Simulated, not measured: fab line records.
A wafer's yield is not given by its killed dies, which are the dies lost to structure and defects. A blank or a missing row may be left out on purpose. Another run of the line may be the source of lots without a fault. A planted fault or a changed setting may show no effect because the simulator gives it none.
fab line records	flow ritCmos
record: lots: 13	wafers: 39	lastDay: 7
route steps=202 shown GATE@96 PSD@148 M1@184
lots that met no fault: from a run of the same line without faults
startH: start of the lot's first displayed wafer, in hours after the record's first day	waitH: time in hours since the lot's previous step	" same as the row above	L1.1+2: a single row standing in for several wafers	- either no value or no given start	* or withheld: withheld	< > ~ a bound
route shown NAME@n: names a module that has steps shown in the file, with the first one's number in the route	usual: mean and standard deviation over wafers with no fault	same: alike in all rows	chamber/n: place in a boat	sites: readings site by site	_std_site: standard deviation across them	_edge_site: mean of outer sites minus mean of inner sites	radiusMm: for every site, how far away it sits from the centre of the wafer	mask NAME#n: copy n	behind: the tool/chamber that last shaped the wafer	hold: cause of the lot's hold/its duration in hours/its outcome	device: the transistor (n, p or np) that didn't switch	end of line: at the end of the route, the tests of the same wafers	for a step that has no rows: nothing shown but its recipe	killed: the dies lost at the first sort to structure and to defects; this is not the yield of the wafer	map: dies across one wafer; x = killed, . = not, _ = none there
set.NAME: the setting as run; set.NAME@STEP: as run at that earlier step	model.NAME: the simulator's own value behind a step, which no gauge read
one table for each step of the route and one row for each wafer, over a sample of lots
services: when a tool's chamber went out of use (startH, in hours from the record's first day, below 0 if earlier), for how many hours, and the reason
== steps ==
step: RIT_GATE_STRIP_20
recipe: chemistry: O2	timeS: 180	resist: NOVOLAK	platenTempC: withheld	powerW: 500	pressureMtorr: 4000	o2FlowSccm: 4000
usual: drypumpMotorCurrentA: 5.9/0.51
lot.wafer	tool	chamber	startH	waitH	drypumpMotorCurrentA	rfHoursCounterH
L162.2	plasmaAsher-01	1	46.24	0.1	5.2	25
L162.5	"	1	"	"	5.2	-
L162.6	"	0	"	"	6.2	-
L164.2	plasmaAsher-01	1	58.36	0.1	5.2	27
L164.3	"	0	"	"	6.2	-
L164.5	"	1	"	"	5.2	-
L165.1	plasmaAsher-01	1	64.17	0.1	5.2	27
L165.2	"	0	"	"	6.2	27
L165.4	"	0	"	"	6.2	-
L167.1	plasmaAsher-01	1	67.64	0.1	5.2	28
L167.3	"	1	"	"	5.2	-
L167.5	"	0	"	"	6.2	-
L168.1	plasmaAsher-02	0	75.44	0.1	6.3	45
L168.3	"	1	"	"	6.5	-
L168.4	"	0	"	"	6.4	-
L169.1	plasmaAsher-01	1	82.99	0.1	5.2	30
L169.5	"	1	"	"	5.2	-
L169.6	"	0	"	"	6.2	-
L170.1	plasmaAsher-02	0	87.41	0.1	6.4	47
L170.4	"	0	"	"	6.4	-
L170.6	"	0	"	"	6.4	-
L171.1	plasmaAsher-01	0	88.93	0.1	6.2	31
L171.2	"	1	"	"	5.2	31
L171.6	"	0	"	"	6.2	-
L176.1	plasmaAsher-01	0	113.92	0.1	6.2	34
L176.2	"	1	"	"	5.2	34
L176.5	"	1	"	"	5.2	-
L178.1	plasmaAsher-04	0	124.72	0.1	5.9	43
L178.3	"	0	"	"	5.9	-
L178.4	"	1	"	"	5.6	-
L180.3	plasmaAsher-04	0	130.50	0.1	5.9	-
L180.4	"	1	"	"	5.6	-
L180.6	"	0	"	"	5.9	-
L184.1	plasmaAsher-02	1	152.37	0.1	6.5	4
L184.2	"	0	"	"	6.4	4
L184.5	"	1	"	"	6.5	-
L185.2	plasmaAsher-02	1	156.00	0.1	6.5	4
L185.3	"	0	"	"	6.4	-
L185.4	"	1	"	"	6.5	-
step: RIT_PSD_OVL_MEAS_06
usual: PSD_OVL: -0.2/1.3
lot.wafer	tool	chamber	startH	waitH	PSD_OVL[nm]
L162.2	overlay-01	-	59.32	-	0.5
L162.5	"	-	"	"	-0.1
L162.6	"	-	"	"	1.4
L164.2	overlay-01	-	71.82	-	-0.9
L164.3	"	-	"	"	-0.2
L164.5	"	-	"	"	0.2
L165.1	overlay-02	-	75.78	-	-1.5
L165.2	"	-	"	"	-0.5
L165.4	"	-	"	"	-0.5
L167.1	overlay-02	-	80.81	-	-1.5
L167.3	"	-	"	"	-1.0
L167.5	"	-	"	"	-2.1
L168.1	overlay-02	-	88.50	-	0.5
L168.3	"	-	"	"	1.3
L168.4	"	-	"	"	0.8
L169.1	overlay-01	-	94.62	-	-3.1
L169.5	"	-	"	"	-2.2
L169.6	"	-	"	"	-1.4
L170.1	overlay-02	-	98.85	-	-2.5
L170.4	"	-	"	"	-2.1
L170.6	"	-	"	"	-3.0
L171.1	overlay-02	-	103.06	-	0.4
L171.2	"	-	"	"	0.8
L171.6	"	-	"	"	-0.3
L176.1	overlay-02	-	125.74	-	0.4
L176.2	"	-	"	"	2.7
L176.5	"	-	"	"	2.0
L178.1	overlay-02	-	136.14	-	-1.1
L178.3	"	-	"	"	-2.6
L178.4	"	-	"	"	-1.6
L180.3	overlay-02	-	144.71	-	0.0
L180.4	"	-	"	"	0.3
L180.6	"	-	"	"	0.2
L184.1	overlay-02	-	163.73	-	-0.6
L184.2	"	-	"	"	0.2
L184.5	"	-	"	"	-0.9
L185.2	overlay-02	-	170.96	-	-0.9
L185.3	"	-	"	"	0.1
L185.4	"	-	"	"	0.2
step: RIT_M1_SPUTTER_00
recipe: material: Al	targetThkNm: 400	powerW: 2000	chamberPressurePa: 0.4	gas: Ar	timeS: 500	substrateTempC: 25
usual: cathodeDcPowerW: 2000.0/0.34	throttleValvePct: 30.1/1.2
lot.wafer	tool	chamber	startH	waitH	cathodeDcPowerW	throttleValvePct
L162.2	pvdSputter-02	-	64.00	0.0	1999.7	31.7
L162.5	"	-	"	"	2000.2	30.4
L162.6	"	-	"	"	1999.5	32.1
L164.2	pvdSputter-04	-	76.40	0.0	1999.8	30.5
L164.3	"	-	"	"	2000.2	31.4
L164.5	"	-	"	"	1999.8	30.3
L165.1	pvdSputter-02	-	80.28	0.0	2000.1	27.3
L165.2	"	-	"	"	2000.0	30.3
L165.4	"	-	"	"	2000.1	31.0
L167.1	pvdSputter-02	-	85.30	0.0	2000.1	30.4
L167.3	"	-	"	"	2000.0	31.8
L167.5	"	-	"	"	2000.0	30.5
L168.1	pvdSputter-01	-	92.85	0.0	2000.0	30.9
L168.3	"	-	"	"	2000.1	29.7
L168.4	"	-	"	"	1999.4	30.3
L169.1	pvdSputter-04	-	99.13	0.0	2000.2	30.3
L169.5	"	-	"	"	2000.5	30.2
L169.6	"	-	"	"	2000.2	30.6
L170.1	pvdSputter-01	-	103.26	0.0	2000.3	29.6
L170.4	"	-	"	"	2000.3	29.5
L170.6	"	-	"	"	1999.1	30.9
L171.1	pvdSputter-04	-	107.55	0.0	1258.2	30.5
L171.2	"	-	"	"	1999.6	28.1
L171.6	"	-	"	"	2000.5	30.4
L176.1	pvdSputter-01	-	130.16	0.0	2000.1	29.1
L176.2	"	-	"	"	2000.1	29.6
L176.5	"	-	"	"	2000.2	29.4
L178.1	pvdSputter-02	-	140.69	0.0	2000.5	31.6
L178.3	"	-	"	"	2000.3	30.5
L178.4	"	-	"	"	1999.4	30.5
L180.3	pvdSputter-01	-	149.07	0.0	1999.9	30.4
L180.4	"	-	"	"	2000.3	29.9
L180.6	"	-	"	"	2000.0	29.6
L184.1	pvdSputter-01	-	168.09	0.0	2000.6	30.3
L184.2	"	-	"	"	2000.4	29.4
L184.5	"	-	"	"	2000.7	30.6
L185.2	pvdSputter-04	-	175.48	0.0	2000.0	28.0
L185.3	"	-	"	"	2000.4	31.4
L185.4	"	-	"	"	2000.0	30.2
step: RIT_M1_RS_MEAS_01
recipe: thkMeasGauge: four-point-probe	reads: Al_of_M1_SPUTTER_00
usual: M1_AL_RS: 0.0740/0.00078
lot.wafer	tool	chamber	startH	waitH	M1_AL_RS[ohm/sq]
L162.2	filmMetro-02	-	64.31	0.2	0.0736
L162.5	"	-	"	"	0.0739
L162.6	"	-	"	"	0.0734
L164.2	filmMetro-03	-	76.72	0.2	0.0733
L164.3	"	-	"	"	0.0738
L164.5	"	-	"	"	0.0742
L165.1	filmMetro-03	-	80.58	0.1	0.0743
L165.2	"	-	"	"	0.0742
L165.4	"	-	"	"	0.0744
L167.1	filmMetro-03	-	85.59	0.1	0.0748
L167.3	"	-	"	"	0.0740
L167.5	"	-	"	"	0.0749
L168.1	filmMetro-04	-	93.14	0.1	0.0743
L168.3	"	-	"	"	0.0734
L168.4	"	-	"	"	0.0747
L169.1	filmMetro-02	-	99.43	0.1	0.0730
L169.5	"	-	"	"	0.0731
L169.6	"	-	"	"	0.0734
L170.1	filmMetro-03	-	103.55	0.1	0.0731
L170.4	"	-	"	"	0.0726
L170.6	"	-	"	"	0.0735
L171.1	filmMetro-04	-	107.85	0.1	0.1213
L171.2	"	-	"	"	0.0748
L171.6	"	-	"	"	0.0742
L176.1	filmMetro-02	-	130.46	0.1	0.0733
L176.2	"	-	"	"	0.0727
L176.5	"	-	"	"	0.0731
L178.1	filmMetro-04	-	140.99	0.1	0.0727
L178.3	"	-	"	"	0.0739
L178.4	"	-	"	"	0.0733
L180.3	filmMetro-03	-	149.41	0.2	0.0736
L180.4	"	-	"	"	0.0721
L180.6	"	-	"	"	0.0725
L184.1	filmMetro-02	-	168.39	0.1	0.0734
L184.2	"	-	"	"	0.0732
L184.5	"	-	"	"	0.0729
L185.2	filmMetro-02	-	175.80	0.2	0.0738
L185.3	"	-	"	"	0.0728
L185.4	"	-	"	"	0.0733
step: RIT_M1_THK_MEAS_02
recipe: thkMeasGauge: xrf	reads: Al_of_M1_SPUTTER_00
usual: M1_AL_THK: 398/4.3
lot.wafer	tool	chamber	startH	waitH	M1_AL_THK[nm]
L162.2	filmMetro-02	-	64.42	0.1	398
L162.5	"	-	"	"	395
L162.6	"	-	"	"	399
L164.2	filmMetro-03	-	76.83	0.1	401
L164.3	"	-	"	"	398
L164.5	"	-	"	"	400
L165.1	filmMetro-03	-	80.70	0.1	398
L165.2	"	-	"	"	399
L165.4	"	-	"	"	398
L167.1	filmMetro-03	-	85.71	0.1	394
L167.3	"	-	"	"	399
L167.5	"	-	"	"	395
L168.1	filmMetro-04	-	93.26	0.1	394
L168.3	"	-	"	"	398
L168.4	"	-	"	"	392
L169.1	filmMetro-02	-	99.55	0.1	400
L169.5	"	-	"	"	403
L169.6	"	-	"	"	400
L170.1	filmMetro-03	-	103.67	0.1	401
L170.4	"	-	"	"	408
L170.6	"	-	"	"	399
L171.1	filmMetro-04	-	107.97	0.1	248
L171.2	"	-	"	"	395
L171.6	"	-	"	"	397
L176.1	filmMetro-02	-	130.58	0.1	402
L176.2	"	-	"	"	403
L176.5	"	-	"	"	402
L178.1	filmMetro-04	-	141.11	0.1	406
L178.3	"	-	"	"	400
L178.4	"	-	"	"	403
L180.3	filmMetro-03	-	149.51	0.1	402
L180.4	"	-	"	"	408
L180.6	"	-	"	"	407
L184.1	filmMetro-02	-	168.51	0.1	400
L184.2	"	-	"	"	400
L184.5	"	-	"	"	403
L185.2	filmMetro-02	-	175.91	0.1	395
L185.3	"	-	"	"	403
L185.4	"	-	"	"	402
step: RIT_M1_METAL_ETCH_12
recipe: stopOn: SiO2	chemistry: Cl2/BCl3	target: Al	timeS: 165	overEtchFrac: 0.5	pressureMtorr: 100	targetDepthA: 6000	rfW: 246	Cl2_flow_sccm: 60	bcl3FlowSccm: 50
usual: drypumpMotorCurrentA: 5.8/0.48	oesProductAu: 0.784/0.014	throttleValvePct: 8.32/0.12
lot.wafer	tool	chamber	startH	waitH	drypumpMotorCurrentA	oesProductAu	rfHoursCounterH	throttleValvePct
L162.2	rieMetal-03	1	65.92	0.2	6.4	0.798	37	8.50
L162.5	"	0	"	"	5.3	0.773	-	8.39
L162.6	"	1	"	"	6.4	0.801	-	8.51
L164.2	rieMetal-01	1	78.16	0.2	6.2	0.799	5	8.31
L164.3	"	1	"	"	6.3	0.793	-	8.31
L164.5	"	0	"	"	5.6	0.764	-	8.19
L165.1	rieMetal-03	1	82.17	0.2	6.4	0.793	37	8.52
L165.2	"	0	"	"	5.4	0.773	32	8.40
L165.4	"	1	"	"	6.4	0.798	-	8.51
L167.1	rieMetal-01	0	87.15	0.2	5.6	0.764	4	8.20
L167.3	"	1	"	"	6.3	0.797	-	8.33
L167.5	"	0	"	"	5.6	0.768	-	8.20
L168.1	rieMetal-03	0	94.74	0.2	5.4	0.772	33	8.39
L168.3	"	0	"	"	5.3	0.773	-	8.39
L168.4	"	1	"	"	6.4	0.786	-	8.50
L169.1	rieMetal-04	0	100.99	0.2	6.2	0.783	1	8.37
L169.5	"	0	"	"	6.2	0.789	-	8.39
L169.6	"	1	"	"	5.2	0.799	-	8.15
L170.1	rieMetal-01	1	105.14	0.2	6.3	0.794	5	8.32
L170.4	"	1	"	"	6.3	0.803	-	8.30
L170.6	"	0	"	"	5.6	0.767	-	8.18
L171.1	rieMetal-03	1	109.49	0.2	6.4	0.625	38	8.53
L171.2	"	0	"	"	5.3	0.759	33	8.38
L171.6	"	0	"	"	5.3	0.771	-	8.40
L176.1	rieMetal-01	1	131.92	0.2	6.2	0.807	5	8.33
L176.2	"	0	"	"	5.6	0.781	4	8.19
L176.5	"	1	"	"	6.2	0.797	-	8.30
L178.1	rieMetal-01	0	142.82	0.2	5.6	0.773	4	8.18
L178.3	"	0	"	"	5.6	0.772	-	8.18
L178.4	"	1	"	"	6.2	0.801	-	8.31
L180.3	rieMetal-01	0	150.89	0.2	5.7	0.770	-	8.20
L180.4	"	1	"	"	6.2	0.810	-	8.30
L180.6	"	0	"	"	5.6	0.783	-	8.20
L184.1	rieMetal-04	1	169.98	0.2	5.2	0.801	2	8.17
L184.2	"	0	"	"	6.1	0.791	2	8.37
L184.5	"	1	"	"	5.2	0.805	-	8.15
L185.2	rieMetal-03	0	177.24	0.2	5.3	0.796	0	8.41
L185.3	"	0	"	"	5.3	0.799	-	8.39
L185.4	"	1	"	"	6.4	0.760	-	8.53
step: RIT_M1_STRIP_14
recipe: chemistry: O2	timeS: 180	platenTempC: withheld	powerW: 500	pressureMtorr: 4000	o2FlowSccm: 4000
usual: drypumpMotorCurrentA: 6.1/0.34
lot.wafer	tool	chamber	startH	waitH	drypumpMotorCurrentA	rfHoursCounterH
L162.2	plasmaAsher-02	0	66.27	0.0	6.4	44
L162.5	"	0	"	"	6.4	-
L162.6	"	1	"	"	6.5	-
L164.2	plasmaAsher-02	0	78.50	0.0	6.3	46
L164.3	"	0	"	"	6.4	-
L164.5	"	0	"	"	6.4	-
L165.1	plasmaAsher-03	1	82.54	0.0	6.4	45
L165.2	"	0	"	"	6.1	45
L165.4	"	0	"	"	6.1	-
L167.1	plasmaAsher-03	1	87.58	0.1	6.3	45
L167.3	"	0	"	"	6.1	-
L167.5	"	0	"	"	6.1	-
L168.1	plasmaAsher-03	1	95.09	0.0	6.3	46
L168.3	"	1	"	"	6.3	-
L168.4	"	0	"	"	6.0	-
L169.1	plasmaAsher-03	0	101.36	0.0	6.0	47
L169.5	"	0	"	"	6.0	-
L169.6	"	1	"	"	6.3	-
L170.1	plasmaAsher-04	0	105.48	0.0	5.9	40
L170.4	"	1	"	"	5.6	-
L170.6	"	1	"	"	5.6	-
L171.1	plasmaAsher-04	1	109.82	0.0	5.6	41
L171.2	"	0	"	"	5.9	41
L171.6	"	1	"	"	5.6	-
L176.1	plasmaAsher-04	0	132.30	0.0	5.9	44
L176.2	"	1	"	"	5.6	44
L176.5	"	0	"	"	5.9	-
L178.1	plasmaAsher-02	0	143.16	0.0	6.4	3
L178.3	"	0	"	"	6.4	-
L178.4	"	1	"	"	6.5	-
L180.3	plasmaAsher-03	1	151.23	0.1	6.3	-
L180.4	"	0	"	"	6.1	-
L180.6	"	0	"	"	6.1	-
L184.1	plasmaAsher-04	1	170.32	0.0	5.6	48
L184.2	"	0	"	"	5.8	48
L184.5	"	1	"	"	5.6	-
L185.2	plasmaAsher-03	0	177.58	0.0	6.1	56
L185.3	"	1	"	"	6.4	-
L185.4	"	0	"	"	6.0	-
step: RIT_M1_PROBE_99
usual: defectLimitedYield: 97.4/1.2	killed_at_M0_to_M3: 0.0/0.16	killedAtContacts: 0.1/0.24	killedAtFrontEnd: 7/3.2	killedDies: 7/3.2	killedOnRim: 2.0/1.5	killedOpen: 3.4/2	killedShort: 3.5/2.2	sort_bin_3_pad_short: 0.1/0.21	sort_bin_5_function: 1.6/0.79	sort_bin_6_memory: 0.9/0.72	sortNPass: 257/3.2	sortYieldPct: 97.4/1.2
same: grossDies: 264	killed_at_M4_up: 0	killedAtBackSide: 0	killedAtOther: 0
lot.wafer	tool	chamber	startH	waitH	defectLimitedYield[%]	killed_at_M0_to_M3	killedAtContacts	killedAtFrontEnd	killedDies	killedOnRim	killedOpen	killedShort	sort_bin_3_pad_short[%]	sort_bin_5_function[%]	sort_bin_6_memory[%]	sortNPass	sortYieldPct[%]
L162.2	prober-01	-	68.24	0.1	98.5	0	1	3	4	1	1	3	0	0.8	0.8	260	98.5
L162.5	prober-01	-	68.39	0.2	98.5	0	0	4	4	0	2	2	0.4	1.1	0	260	98.5
L162.6	prober-01	-	68.44	0.2	97.7	0	0	6	6	0	2	4	0	1.5	0.8	258	97.7
L164.2	prober-02	-	80.47	0.1	97.0	0	0	8	8	4	5	3	0	1.9	1.1	256	97.0
L164.3	prober-02	-	80.52	0.2	97.7	0	0	6	6	0	4	2	0	1.9	0.4	258	97.7
L164.5	prober-02	-	80.62	0.2	97.7	0	0	6	6	0	2	4	0	1.5	0.8	258	97.7
L165.1	prober-01	-	84.45	0.1	98.5	0	0	4	4	2	3	1	0.4	0.4	0.8	260	98.5
L165.2	prober-01	-	84.50	0.1	99.2	0	0	2	2	1	2	0	0	0.8	0	262	99.2
L165.4	prober-01	-	84.60	0.2	98.5	0	0	4	4	0	3	1	0	1.5	0	260	98.5
L167.1	prober-01	-	89.50	0.1	98.1	0	0	5	5	2	3	2	0	1.5	0.4	259	98.1
L167.3	prober-01	-	89.60	0.2	97.7	0	0	6	6	2	2	4	0	1.9	0.4	258	97.7
L167.5	prober-01	-	89.70	0.2	98.5	0	1	3	4	1	3	1	0	0.4	1.1	260	98.5
L168.1	prober-02	-	97.00	0.1	97.0	0	0	8	8	3	2	6	0	1.9	1.1	256	97.0
L168.3	prober-02	-	97.10	0.2	95.5	0	0	12	12	3	6	6	0.4	2.7	1.5	252	95.5
L168.4	prober-02	-	97.15	0.2	96.2	0	0	10	10	3	4	6	0	2.7	1.1	254	96.2
L169.1	prober-01	-	103.27	0.1	97.7	0	0	6	6	0	3	3	0	1.9	0.4	258	97.7
L169.5	prober-01	-	103.47	0.2	96.6	0	0	9	9	3	5	4	0.4	2.7	0.4	255	96.6
L169.6	prober-01	-	103.52	0.2	97.3	0	0	7	7	1	5	2	0	2.3	0.4	257	97.3
L170.1	prober-02	-	107.39	0.1	97.7	0	0	6	6	2	4	2	0	1.5	0.8	258	97.7
L170.4	prober-02	-	107.54	0.2	98.5	0	0	4	4	3	2	2	0	0.8	0.8	260	98.5
L170.6	prober-02	-	107.64	0.2	97.3	0	0	7	7	2	7	0	0	1.9	0.8	257	97.3
L171.1	prober-01	-	111.74	0.1	98.1	0	0	5	5	1	3	2	0	0.4	1.5	259	98.1
L171.2	prober-01	-	111.79	0.1	97.0	0	0	8	8	3	4	4	0	1.9	1.1	256	97.0
L171.6	prober-01	-	111.99	0.2	97.3	0	0	7	7	2	3	4	0.4	1.1	1.1	257	97.3
L176.1	prober-02	-	134.21	0.1	97.3	0	0	7	7	1	3	4	0.4	2.3	0	257	97.3
L176.2	prober-02	-	134.26	0.1	97.0	0	0	8	8	2	2	6	0	1.5	1.5	256	97.0
L176.5	prober-02	-	134.41	0.2	97.7	0	0	6	6	2	5	1	0	1.1	1.1	258	97.7
L178.1	prober-02	-	145.08	0.1	97.3	0	0	7	7	3	2	5	0	1.9	0.8	257	97.3
L178.3	prober-02	-	145.18	0.2	98.1	0	0	5	5	2	1	4	0	1.5	0.4	259	98.1
L178.4	prober-02	-	145.23	0.2	93.6	1	0	16	17	4	10	7	0	3.4	3.0	247	93.6
L180.3	prober-02	-	153.19	0.2	96.6	0	0	9	9	2	3	6	0.8	2.3	0.4	255	96.6
L180.4	prober-02	-	153.24	0.2	98.5	0	0	4	4	0	3	1	0	0.8	0.8	260	98.5
L180.6	prober-02	-	153.34	0.2	97.3	0	0	7	7	1	5	2	0	1.1	1.5	257	97.3
L184.1	prober-02	-	172.23	0.1	98.9	0	0	3	3	0	3	0	0	0.4	0.8	261	98.9
L184.2	prober-02	-	172.28	0.1	98.5	0	0	4	4	0	1	3	0	1.1	0.4	260	98.5
L184.5	prober-02	-	172.43	0.2	98.5	0	0	4	4	0	3	1	0	1.1	0.4	260	98.5
L185.2	prober-01	-	179.55	0.1	97.0	0	0	8	8	5	1	7	0.4	1.1	1.5	256	97.0
L185.3	prober-01	-	179.60	0.2	99.2	0	0	2	2	1	2	0	0	0.4	0.4	262	99.2
L185.4	prober-01	-	179.65	0.2	98.9	0	0	3	3	0	2	1	0	0.8	0.4	261	98.9
killed by level:class
L162.2 SPACER:geometricParticle:short=2 GATE:geometricParticle:open=1 CONTACT:geometricParticle:short=1
L162.5 GATE:geometricParticle:short=2 FOX2:geometricParticle:open=1 GATE:geometricParticle:open=1
L162.6 GATE:geometricParticle:open=2 GATE:geometricParticle:short=2 REOX:geometricParticle:short=1 SPACER:geometricParticle:short=1
L164.2 GATE:geometricParticle:short=2 SPACER:geometricParticle:open=2 FOX1:geometricParticle:open=1 FOX1:geometricParticle:short=1 GATE:geometricParticle:open=1 SILICIDE:geometricParticle:open=1
L164.3 SILICIDE:geometricParticle:open=2 FOX2:geometricParticle:open=1 GATE:geometricParticle:short=1 SPACER:geometricParticle:open=1 SILICIDE:geometricParticle:short=1
L164.5 GATE:geometricParticle:short=3 GATE:geometricParticle:open=2 SPACER:geometricParticle:short=1
L165.1 GATE:geometricParticle:open=1 REOX:geometricParticle:short=1 REOX:geometricParticle:open=1 SPACER:geometricParticle:open=1
L165.2 GATE:geometricParticle:open=1 SPACER:geometricParticle:open=1
L165.4 FOX1:geometricParticle:open=1 GATE:geometricParticle:open=1 SPACER:geometricParticle:short=1 SILICIDE:geometricParticle:open=1
L167.1 FOX1:geometricParticle:short=1 FOX1:geometricParticle:open=1 GATE:geometricParticle:short=1 GATE:geometricParticle:open=1 SPACER:geometricParticle:open=1
L167.3 SILICIDE:geometricParticle:short=3 FOX2:geometricParticle:open=1 REOX:geometricParticle:short=1 SILICIDE:geometricParticle:open=1
L167.5 FOX1:geometricParticle:short=1 SPACER:geometricParticle:open=1 SILICIDE:geometricParticle:open=1 CONTACT:geometricParticle:open=1
L168.1 GATE:geometricParticle:short=4 GATE:geometricParticle:open=2 FOX2:geometricParticle:short=1 REOX:geometricParticle:short=1
L168.3 GATE:geometricParticle:open=6 GATE:geometricParticle:short=3 REOX:geometricParticle:short=1 SPACER:geometricParticle:short=1 SILICIDE:geometricParticle:short=1
L168.4 GATE:geometricParticle:short=3 FOX1:geometricParticle:short=2 GATE:geometricParticle:open=2 FOX2:geometricParticle:open=1 REOX:geometricParticle:open=1 REOX:geometricParticle:short=1
L169.1 SPACER:geometricParticle:short=2 FOX1:geometricParticle:open=1 GATE:geometricParticle:short=1 SPACER:geometricParticle:open=1 SILICIDE:geometricParticle:open=1
L169.5 GATE:geometricParticle:short=3 GATE:geometricParticle:open=2 SPACER:geometricParticle:open=2 FOX1:geometricParticle:short=1 FOX2:geometricParticle:open=1
L169.6 GATE:geometricParticle:open=3 FOX2:geometricParticle:short=1 REOX:geometricParticle:open=1 SPACER:geometricParticle:open=1 SPACER:geometricParticle:short=1
L170.1 SPACER:geometricParticle:open=3 SPACER:geometricParticle:short=2 GATE:geometricParticle:open=1
L170.4 GATE:geometricParticle:short=2 GATE:geometricParticle:open=1 SPACER:geometricParticle:open=1
L170.6 SPACER:geometricParticle:open=3 GATE:geometricParticle:open=2 FOX1:geometricParticle:open=1 SILICIDE:geometricParticle:open=1
L171.1 GATE:geometricParticle:short=2 GATE:geometricParticle:open=1 REOX:geometricParticle:open=1 SILICIDE:geometricParticle:open=1
L171.2 REOX:geometricParticle:open=3 FOX1:geometricParticle:short=1 FOX2:geometricParticle:short=1 GATE:geometricParticle:short=1 SILICIDE:geometricParticle:short=1 SILICIDE:geometricParticle:open=1
L171.6 REOX:geometricParticle:open=3 GATE:geometricParticle:short=2 REOX:geometricParticle:short=1 SILICIDE:geometricParticle:short=1
L176.1 GATE:geometricParticle:open=2 FOX2:geometricParticle:short=1 GATE:geometricParticle:short=1 SPACER:geometricParticle:short=1 SPACER:geometricParticle:open=1 SILICIDE:geometricParticle:short=1
L176.2 REOX:geometricParticle:short=3 GATE:geometricParticle:open=1 GATE:geometricParticle:short=1 SILICIDE:geometricParticle:short=1 REOX:geometricParticle:open=1 SPACER:geometricParticle:short=1
L176.5 FOX1:geometricParticle:open=2 GATE:geometricParticle:open=1 GATE:geometricParticle:short=1 SPACER:geometricParticle:open=1 SILICIDE:geometricParticle:open=1
L178.1 FOX1:geometricParticle:short=2 GATE:geometricParticle:short=2 REOX:geometricParticle:open=1 SILICIDE:geometricParticle:short=1 SILICIDE:geometricParticle:open=1
L178.3 REOX:geometricParticle:short=2 FOX2:geometricParticle:short=1 FOX1:geometricParticle:short=1 REOX:geometricParticle:open=1
L178.4 REOX:geometricParticle:open=4 FOX1:geometricParticle:short=3 FOX1:geometricParticle:open=3 GATE:geometricParticle:open=2 GATE:geometricParticle:short=1 REOX:geometricParticle:short=1 SPACER:geometricParticle:short=1 SILICIDE:geometricParticle:open=1
L180.3 SPACER:geometricParticle:short=2 SILICIDE:geometricParticle:short=2 GATE:geometricParticle:open=1 GATE:geometricParticle:short=1 REOX:geometricParticle:short=1 SPACER:geometricParticle:open=1 SILICIDE:geometricParticle:open=1
L180.4 GATE:geometricParticle:open=2 GATE:geometricParticle:short=1 SILICIDE:geometricParticle:open=1
L180.6 GATE:geometricParticle:open=2 FOX2:geometricParticle:short=1 FOX2:geometricParticle:open=1 GATE:geometricParticle:short=1 SPACER:geometricParticle:open=1 SILICIDE:geometricParticle:open=1
L184.1 FOX2:geometricParticle:open=1 GATE:geometricParticle:open=1 REOX:geometricParticle:open=1
L184.2 FOX2:geometricParticle:short=2 FOX2:geometricParticle:open=1 SILICIDE:geometricParticle:short=1
L184.5 FOX1:geometricParticle:open=1 GATE:geometricParticle:short=1 GATE:geometricParticle:open=1 REOX:geometricParticle:open=1
L185.2 GATE:geometricParticle:short=5 FOX1:geometricParticle:short=2 GATE:geometricParticle:open=1
L185.3 FOX2:geometricParticle:open=1 GATE:geometricParticle:open=1
L185.4 FOX2:geometricParticle:short=1 REOX:geometricParticle:open=1 STARTING-WAFER:geometricParticle:open=1
== services ==
tool	chamber	startH	hours	kind
plasmaAsher-04	-	46.63	28.1	pm
pvdSputter-02	-	55.32	1.1	repair
pvdSputter-01	-	72.13	2.8	repair
pvdSputter-04	-	72.92	2.5	repair
pvdSputter-02	-	74.57	2.5	repair
plasmaAsher-04	-	86.48	2.8	pm
plasmaAsher-02	-	108.75	9.0	pm
plasmaAsher-02	0	108.75	9.0	ventCycle
plasmaAsher-02	1	108.75	9.0	ventCycle
plasmaAsher-01	-	114.96	0.6	repair
plasmaAsher-02	0	117.75	-	clean
plasmaAsher-02	1	117.75	-	clean
plasmaAsher-03	-	121.60	2.2	repair
rieMetal-03	-	136.12	20.0	pm
rieMetal-03	0	136.12	20.0	ventCycle
rieMetal-03	1	136.12	20.0	ventCycle
rieMetal-03	0	156.12	-	clean
rieMetal-03	1	156.12	-	clean
plasmaAsher-02	-	160.97	0.9	repair
plasmaAsher-03	-	172.03	2.8	pm
== key ==
firstSign: step: RIT_M1_SPUTTER_00	reading: cathodeDcPowerW	direction: down	sigmas: 99+	usual: 2000.0	struck: 1258.2
effect: step: RIT_M1_RS_MEAS_01	reading: M1_AL_RS	direction: up	sigmas: 61	usual: 0.0740	struck: 0.1213
effect: step: RIT_M1_THK_MEAS_02	reading: M1_AL_THK	direction: down	sigmas: 35	usual: 398	struck: 248
effect: step: RIT_M1_METAL_ETCH_12	reading: oesProductAu	direction: down	sigmas: 11	usual: 0.784	struck: 0.625
metAt RIT_M1_SPUTTER_00
struckLots L171
struckWafers L171.1
notActingAt RIT_GATE_STRIP_20,RIT_PSD_OVL_MEAS_06,RIT_M1_STRIP_14
onsetBetween 99.13 107.55
fault: kind: processParameterDrift	tool: pvdSputter-04	chamber: -	onsetH: 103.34	steps: RIT_M1_SPUTTER_00	channel: powerW	offset: -741.39	shape: step	endH: 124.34	stated: 2000	scope: struckWafersOnly
